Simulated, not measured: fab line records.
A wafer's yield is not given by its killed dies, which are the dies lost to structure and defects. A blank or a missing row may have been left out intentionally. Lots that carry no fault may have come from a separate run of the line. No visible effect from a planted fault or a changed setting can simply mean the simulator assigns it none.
Which tool is to blame? + flow rit_cmos + at 1 step of a route of 202, 14 lots with 42 wafers sampled

WHAT EACH GAUGE READ, for each wafer
The record lacks any reading of a measuring or inspecting step that a usual standard deviation could be used to judge.

WHICH TOOL RAN EACH LOT (tool, then ch and the chambers of the sampled wafers, then the start)
| lot  | RIT_FOX2_OXIDATION_00        |
|------|------------------------------|
| L600 | furnace-01 ch 0, day 2 08:11 |
| L601 | furnace-04 ch 0, day 2 13:56 |
| L603 | furnace-01 ch 0, day 2 23:00 |
| L604 | furnace-04 ch 0, day 3 04:35 |
| L605 | furnace-01 ch 0, day 3 09:55 |
| L607 | furnace-03 ch 0, day 3 19:13 |
| L609 | furnace-04 ch 0, day 4 05:15 |
| L610 | furnace-01 ch 0, day 4 10:43 |
| L611 | furnace-01, day 4 16:04      |
| L612 | furnace-04, day 4 20:08      |
| L614 | furnace-04 ch 0, day 5 07:31 |
| L615 | furnace-04 ch 0, day 5 11:58 |
| L618 | furnace-01 ch 0, day 6 02:49 |
| L620 | furnace-04 ch 0, day 6 12:16 |
- RIT_FOX2_OXIDATION_00: target thk 350.7 nm, ox time 1130 s.

AS READ BY THE TOOLS THEMSELVES (means over the sampled wafers that have a number; for cases with no such wafer, the mark the record gives instead)
RIT_FOX2_OXIDATION_00. Usual: ox_temp_c 1100.1 C, standard deviation 0.45; ox_temp_c_max 1103.9, standard deviation 1.4; zone_power_load_pct 45 %, standard deviation 6.2.
| lot  | tool       | ox_temp_c (C) | ox_temp_c_max | zone_power_load_pct (%) | flag |
|------|------------|---------------|---------------|-------------------------|------|
| L600 | furnace-01 | 1100.2        | 1102.7        | 38                      |      |
| L601 | furnace-04 | 1100.3        | 1104.5        | 52                      |      |
| L603 | furnace-01 | 1099.9        | 1102.7        | 38                      |      |
| L604 | furnace-04 | 1099.9        | 1103.9        | 52                      |      |
| L605 | furnace-01 | 1100.3        | 1103.0        | 38                      |      |
| L607 | furnace-03 | 1099.7        | 1105.9        | 47                      |      |
| L609 | furnace-04 | 1099.7        | 1104.3        | 51                      |      |
| L610 | furnace-01 | 1100.2        | 1102.9        | 38                      |      |
| L611 | furnace-01 | -             | -             | -                       | OFF  |
| L612 | furnace-04 | -             | -             | -                       | OFF  |
| L614 | furnace-04 | 1100.6        | 1105.0        | 51                      |      |
| L615 | furnace-04 | 1100.6        | 1105.2        | 51                      |      |
| L618 | furnace-01 | 1100.1        | 1102.6        | 38                      |      |
| L620 | furnace-04 | 1100.1        | 1105.2        | 51                      |      |

THE ANSWER, worked out from the rows above alone
Rule: lot off if the mean of its wafers having a number is beyond 3 standard deviations from the usual mean. Also off: a lot with no number at a reading for which 4 or more lots have one. Where the step has rows for the other lots, those lots are counted as sound. Order of review: gauges by route order, followed by the tools' own readings, for which a lot's mean as printed above is used. The first step at which some lot is off is used, and at that step the reading that is off furthest; a lot without a number counts as furthest.
Off: L611, L612, at RIT_FOX2_OXIDATION_00 (ox_temp_c). Without a number there: L611, L612.
A tool fits if, at that step or a process step before it, it ran every lot that is off, and no sound lot after the first of them. No candidate that was tried fits.

WHAT HAD BEEN PUT IN BY THE SIMULATOR
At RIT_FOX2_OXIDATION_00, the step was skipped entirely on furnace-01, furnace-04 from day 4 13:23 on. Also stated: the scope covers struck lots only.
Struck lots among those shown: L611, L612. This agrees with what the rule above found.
